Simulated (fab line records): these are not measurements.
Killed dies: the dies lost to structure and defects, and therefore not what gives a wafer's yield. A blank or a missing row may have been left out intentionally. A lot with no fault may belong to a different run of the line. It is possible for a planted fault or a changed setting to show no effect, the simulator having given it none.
Matching of chambers | flow berkeley-cmos170 | UCB170_PWELL_ETCH_14 on rie-diel-03 has 4 sister chambers
The step etches Si3N4 in CH3F/Ar/O2, stops on SiO2, target depth 242 nm, time 151 s. 4 wafers are shown with their chamber, then 8 later ones without.

## WAFERS, EACH WITH ITS CHAMBER
wafer  | chamber | throttle-valve-pct (%)
L526.5 | 3       | 7.93
L530.3 | 2       | 8.18
L530.5 | 0       | 8.10
L535.1 | 1       | 8.14

## WAFERS MISSING THEIR CHAMBER
wafer  | throttle-valve-pct (%)
L535.2 | 8.17
L535.5 | 8.16
L539.3 | 8.10
L539.5 | 8.17
L539.6 | 8.16
L538.2 | 8.09
L538.3 | 7.91
L538.5 | 8.14

## EACH ONE'S CHAMBER
wafer  | from the rows above     | in truth
L535.2 | can't be placed: 2 or 1 | 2
L535.5 | can't be placed: 1 or 2 | 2
L539.3 | 0                       | 0
L539.5 | can't be placed: 2 or 1 | 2
L539.6 | can't be placed: 1 or 2 | 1
L538.2 | 0                       | 0
L538.3 | 3                       | 3
L538.5 | 1                       | 1
Correctly placed: 4 of 8. These rows do not allow placing 4 (true chamber among the candidates in 4). Number placed wrongly: 0.
How it was worked out, from the rows above alone: a wafer's distance from a chamber is the root of the sum, over the readings, of the square of ((its reading less the chamber's mean) divided by the reading's scatter). If the next closest chamber is less than 2 further off than the closest, the wafer can't be placed; otherwise it belongs to the closest. The mean given for a chamber averages the wafers shown for that chamber. The scatter (one wafer shown for each chamber): square how far every hidden wafer sits from the nearest shown wafer, average those squares and take the square root.
